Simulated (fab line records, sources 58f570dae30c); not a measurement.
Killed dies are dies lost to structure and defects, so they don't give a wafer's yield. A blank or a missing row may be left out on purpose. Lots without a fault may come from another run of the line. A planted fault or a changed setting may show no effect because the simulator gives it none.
Which tool did it? | flow berkeley_cmos170 | 14 lots, 42 wafers sampled, at 5 steps of a route of 331

WHAT THE GAUGES READ, wafer by wafer
UCB170_NLDD_CD_MEAS_06: target cd 1200 nm.
lot  | measured     | on        | cd_nm (nm)
L574 | day 7 23:04  | cd_sem-02 | 1199.7 1199.7 1200.3
L575 | day 8 14:34  | cd_sem-02 | 1200.3 1201.2 1200.9
L577 | day 8 14:50  | cd_sem-01 | 1200.8 1201.6 1201.3
L580 | day 8 22:45  | cd_sem-01 | 1199.7 1200.0 1199.6
L581 | day 8 23:31  | cd_sem-02 | 1197.8 1199.1 1199.3
L579 | day 8 23:45  | cd_sem-01 | 1201.7 1201.2 1201.5
L582 | day 9 11:05  | cd_sem-02 | 1199.2 1198.6 1200.0
L583 | day 9 11:10  | cd_sem-01 | 1199.9 1199.6 1200.6
L584 | day 9 15:07  | cd_sem-01 | 1200.7 1200.6 1198.3
L587 | day 10 11:50 | cd_sem-01 | 1200.7 1200.3 1201.3
L594 | day 11 12:20 | cd_sem-01 | 1198.7 1198.9 1200.5
L593 | day 11 12:38 | cd_sem-01 | 1203.6 1202.4 1201.8
L592 | day 11 13:28 | cd_sem-01 | 1200.0 1199.6 1200.4
L595 | day 13 11:34 | cd_sem-01 | 1201.9 1203.7 1203.8

UCB170_CONTACT_CD_MEAS_90: target cd 700 nm.
lot  | measured     | on        | cd_nm (nm)
L574 | day 8 21:59  | cd_sem-02 | 699.6 700.4 700.9
L575 | day 9 14:23  | cd_sem-01 | 700.5 699.1 699.2
L577 | day 9 15:07  | cd_sem-02 | 700.3 700.7 700.0
L580 | day 9 18:24  | cd_sem-02 | 700.7 699.7 700.7
L581 | day 9 20:13  | cd_sem-01 | 700.1 701.7 700.0
L579 | day 9 18:18  | cd_sem-01 | 699.7 701.6 699.8
L582 | day 10 02:49 | cd_sem-01 | 700.0 703.2 703.1
L583 | day 10 04:09 | cd_sem-02 | 701.6 700.8 701.1
L584 | day 10 12:49 | cd_sem-02 | 700.6 700.5 700.5
L587 | day 11 10:07 | cd_sem-01 | 697.6 697.2 699.0
L594 | day 12 08:35 | cd_sem-02 | 702.9 702.7 702.8
L593 | day 12 07:44 | cd_sem-01 | 700.0 701.3 698.1
L592 | day 12 14:04 | cd_sem-01 | 700.7 700.4 698.1
L595 | day 14 11:38 | cd_sem-01 | 699.8 697.6 699.9

UCB170_M1_RS_MEAS_01: measures by four-point-probe.
lot  | measured     | on            | M1_AL_RS (ohm/sq)
L574 | day 8 22:20  | film_metro-04 | 0.0490 0.0484 0.0484
L575 | day 9 14:44  | film_metro-02 | 0.0487 0.0481 0.0490
L577 | day 9 15:28  | film_metro-02 | 0.0483 0.0488 0.0487
L580 | day 9 18:50  | film_metro-02 | 0.0484 0.0480 0.0480
L581 | day 9 20:34  | film_metro-03 | 0.0486 0.0488 0.0479
L579 | day 9 18:39  | film_metro-03 | 0.0490 0.0485 0.0480
L582 | day 10 03:11 | film_metro-03 | 0.0483 0.0480 0.0488
L583 | day 10 04:47 | film_metro-02 | 0.0244 0.0240 0.0242
L584 | day 10 13:24 | film_metro-04 | 0.0237 0.0240 0.0245
L587 | day 11 10:31 | film_metro-02 | 0.0478 0.0480 0.0480
L594 | day 12 08:56 | film_metro-04 | 0.0483 0.0483 0.0488
L593 | day 12 08:06 | film_metro-02 | 0.0477 0.0464 0.0481
L592 | day 12 14:26 | film_metro-03 | 0.0483 0.0484 0.0472
L595 | day 14 12:02 | film_metro-02 | 0.0479 0.0485 0.0484

UCB170_M1_THK_MEAS_02: measures by xrf.
lot  | measured     | on            | M1_AL_THK (nm)
L574 | day 8 22:28  | film_metro-04 | 602 611 611
L575 | day 9 14:52  | film_metro-02 | 601 609 594
L577 | day 9 15:34  | film_metro-02 | 603 602 598
L580 | day 9 18:56  | film_metro-02 | 602 609 610
L581 | day 9 20:39  | film_metro-03 | 605 604 613
L579 | day 9 18:46  | film_metro-03 | 599 606 610
L582 | day 10 03:18 | film_metro-03 | 607 612 603
L583 | day 10 04:54 | film_metro-02 | 1183 1200 1189
L584 | day 10 13:31 | film_metro-04 | 1234 1224 1194
L587 | day 11 10:38 | film_metro-02 | 610 609 604
L594 | day 12 09:02 | film_metro-04 | 610 610 607
L593 | day 12 08:13 | film_metro-02 | 612 626 604
L592 | day 12 14:33 | film_metro-03 | 608 605 621
L595 | day 14 12:10 | film_metro-02 | 612 603 607

WHICH TOOL RAN EACH LOT (tool, then ch and the chambers of the sampled wafers, then the start)
lot  | UCB170_M1_SPUTTER_00
L574 | pvd_sputter-03, day 8 22:16
L575 | pvd_sputter-01, day 9 14:41
L577 | pvd_sputter-03, day 9 15:23
L580 | pvd_sputter-03, day 9 18:45
L581 | pvd_sputter-01, day 9 20:26
L579 | pvd_sputter-02, day 9 18:34
L582 | pvd_sputter-01, day 10 03:07
L583 | pvd_sputter-02, day 10 04:29
L584 | pvd_sputter-01, day 10 13:05
L587 | pvd_sputter-02, day 11 10:25
L594 | pvd_sputter-02, day 12 08:50
L593 | pvd_sputter-01, day 12 08:02
L592 | pvd_sputter-01, day 12 14:22
L595 | pvd_sputter-03, day 14 11:58
- UCB170_M1_SPUTTER_00: material Al, target thk 600 nm, time 80 s.

WHAT THE TOOLS THEMSELVES READ (means of the sampled wafers that have a number; where no wafer has one, the mark that the record gives instead)
UCB170_M1_SPUTTER_00.
lot  | tool           | throttle_valve_pct (%)
L574 | pvd_sputter-03 | 29.6
L575 | pvd_sputter-01 | 30.2
L577 | pvd_sputter-03 | 30.1
L580 | pvd_sputter-03 | 30.6
L581 | pvd_sputter-01 | 29.8
L579 | pvd_sputter-02 | 30.3
L582 | pvd_sputter-01 | 29.7
L583 | pvd_sputter-02 | 30.4
L584 | pvd_sputter-01 | 29.8
L587 | pvd_sputter-02 | 30.5
L594 | pvd_sputter-02 | 31.2
L593 | pvd_sputter-01 | 29.6
L592 | pvd_sputter-01 | 29.6
L595 | pvd_sputter-03 | 30.5

THE ANSWER, worked out from the rows above alone
Rule: what is usual is taken from the lots themselves. Put in order of their means at a reading, lots are off if they are a third of the lots or fewer, leave a main group of 4 or more, and stand apart from it by a gap of 3 or more times the standard deviation of the main group's means; of several such gaps the widest counts. A main group whose means are all the same, to the digits that the tables above print for the reading, isn't used. A lot without any number at a reading at which 4 lots or more have one is off too. The other lots that the step has rows for count as sound. The gauges are gone through in route order, then the tools' own readings, and for those a lot's mean is taken as printed above. The first step at which some lot is off is used, and at that step the reading that is off furthest; a lot without a number counts as furthest.
Off: L583, L584, at UCB170_M1_RS_MEAS_01 (M1_AL_RS). The main group: mean 0.0483 ohm/sq, standard deviation 0.00035.
A tool fits if, at a process step before that reading, it ran every lot that is off, and no sound lot after the first of them. The gauges at UCB170_M1_RS_MEAS_01 are tried like those tools. None of those tried fits.

WHAT THE SIMULATOR HAD PUT IN
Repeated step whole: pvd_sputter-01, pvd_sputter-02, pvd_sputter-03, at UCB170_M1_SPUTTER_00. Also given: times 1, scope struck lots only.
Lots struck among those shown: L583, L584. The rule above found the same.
